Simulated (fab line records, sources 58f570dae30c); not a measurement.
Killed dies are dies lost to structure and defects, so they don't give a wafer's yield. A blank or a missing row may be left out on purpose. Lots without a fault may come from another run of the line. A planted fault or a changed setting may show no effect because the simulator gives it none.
Tool commonality check | flow berkeley_cmos170 | 14 lots, 42 wafers sampled

WHY IT WAS OPENED
At UCB170_GATE_OVL_MEAS_13 the reading GATE_OVL is flagged on 3 of 14 lots. Wafers without a fault read -1 nm, standard deviation 4.8.
Rule: a lot is flagged when every wafer of it that has a number lies more than 4 standard deviations from that mean, or none has a number. The other lots count as sound.

lot  | measured     | on         | GATE_OVL (nm), wafer by wafer | flag
L748 | day 6 23:10  | overlay-01 | -9 -3 -9                      |
L749 | day 7 14:32  | overlay-02 | 2 4 -8                        |
L750 | day 7 14:49  | overlay-02 | -11 -5 -8                     |
L752 | day 8 05:34  | overlay-01 | 6 1 8                         |
L751 | day 8 05:37  | overlay-01 | -3 -7 -7                      |
L754 | day 8 13:34  | overlay-01 | 3 4 -1                        |
L755 | day 8 13:49  | overlay-02 | 0 -2 -3                       |
L759 | day 9 19:08  | overlay-01 | -6 -4 -1                      |
L761 | day 9 19:16  | overlay-02 | 46 46 45                      | FLAGGED
L762 | day 9 19:42  | overlay-01 | 49 46 46                      | FLAGGED
L763 | day 10 13:01 | overlay-02 | 38 44 40                      | FLAGGED
L764 | day 10 13:16 | overlay-01 | 4 -1 7                        |
L766 | day 11 00:17 | overlay-01 | 6 1 -2                        |
L770 | day 11 14:56 | overlay-02 | -9 -4 -8                      |
The numbers of the flagged lots are 44 nm on average: +45 nm against the usual, or +9 standard deviations.

WHICH TOOL RAN EACH LOT
The record holds 2 process steps before the reading, out of a route of 331 steps. In each cell: the tool, then ch and the chambers that the sampled wafers went through, then the start.
lot  | flag    | UCB170_ACTIVE_STRIP_16              | UCB170_GATE_EXPOSE_09
L748 |         | plasma_asher-03 ch 0,1, day 4 21:11 | krf_scanner-01 ch 0, day 6 22:40
L749 |         | plasma_asher-03 ch 0,1, day 5 05:03 | krf_scanner-01 ch 0, day 7 13:11
L750 |         | plasma_asher-04 ch 0,1, day 5 05:20 | krf_scanner-01 ch 0, day 7 13:24
L752 |         | plasma_asher-02 ch 0,1, day 5 22:55 | krf_scanner-02 ch 0, day 8 04:45
L751 |         | plasma_asher-03 ch 0,1, day 5 22:39 | krf_scanner-01 ch 0, day 8 05:01
L754 |         | plasma_asher-04 ch 0,1, day 6 05:23 | krf_scanner-02 ch 0, day 8 13:03
L755 |         | plasma_asher-03 ch 0,1, day 6 05:46 | krf_scanner-01 ch 0, day 8 13:20
L759 |         | plasma_asher-04 ch 0, day 7 07:44   | krf_scanner-02 ch 0, day 9 18:08
L761 | FLAGGED | plasma_asher-02 ch 0,1, day 7 07:50 | krf_scanner-01 ch 0, day 9 18:32
L762 | FLAGGED | plasma_asher-03 ch 0,1, day 7 07:58 | krf_scanner-01 ch 0, day 9 19:02
L763 | FLAGGED | plasma_asher-03 ch 0,1, day 7 22:34 | krf_scanner-01 ch 0, day 10 12:30
L764 |         | plasma_asher-02 ch 0,1, day 7 22:58 | krf_scanner-02 ch 0, day 10 12:46
L766 |         | plasma_asher-03 ch 0,1, day 8 08:40 | krf_scanner-02 ch 0, day 10 23:47
L770 |         | plasma_asher-03 ch 0,1, day 9 11:11 | krf_scanner-02 ch 0, day 11 14:23
What these steps do:
- UCB170_ACTIVE_STRIP_16: strips in O2.
- UCB170_GATE_EXPOSE_09: exposes mask POLY, target cd 350 nm.
- UCB170_GATE_OVL_MEAS_13

FLAGGED OVER TOTAL, TOOL BY TOOL (the gauges that took the reading come last)
step                    | tool            | lots run | flagged | share of the flagged lots | sound lots run after its first flagged lot
UCB170_ACTIVE_STRIP_16  | plasma_asher-02 | 3        | 1       | some                      | 1 (L764)
UCB170_ACTIVE_STRIP_16  | plasma_asher-03 | 8        | 2       | some                      | 2 (L766,L770)
UCB170_ACTIVE_STRIP_16  | plasma_asher-04 | 3        | 0       | none                      | -
UCB170_GATE_EXPOSE_09   | krf_scanner-01  | 8        | 3       | all                       | 0
UCB170_GATE_EXPOSE_09   | krf_scanner-02  | 6        | 0       | none                      | -
UCB170_GATE_OVL_MEAS_13 | overlay-01      | 8        | 1       | some                      | 2 (L764,L766)
UCB170_GATE_OVL_MEAS_13 | overlay-02      | 6        | 2       | some                      | 1 (L770)

WHAT THE TABLE ALLOWS
1 row of the table ran every flagged lot: krf_scanner-01 at UCB170_GATE_EXPOSE_09.
- krf_scanner-01 at UCB170_GATE_EXPOSE_09: 3 of its 8 lots flagged. Its last sound lot is L755 (day 8 13:20), its first flagged lot L761 (day 9 18:32): a fault that began between those two fits.
One tool is left: krf_scanner-01 at UCB170_GATE_EXPOSE_09.

WHAT THE SIMULATOR HAD PUT IN
Scanner matching overlay: krf_scanner-01, from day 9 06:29 on, at UCB170_GATE_EXPOSE_09. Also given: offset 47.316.
Lots struck among those shown: L761, L762, L763. The rule above found the same.
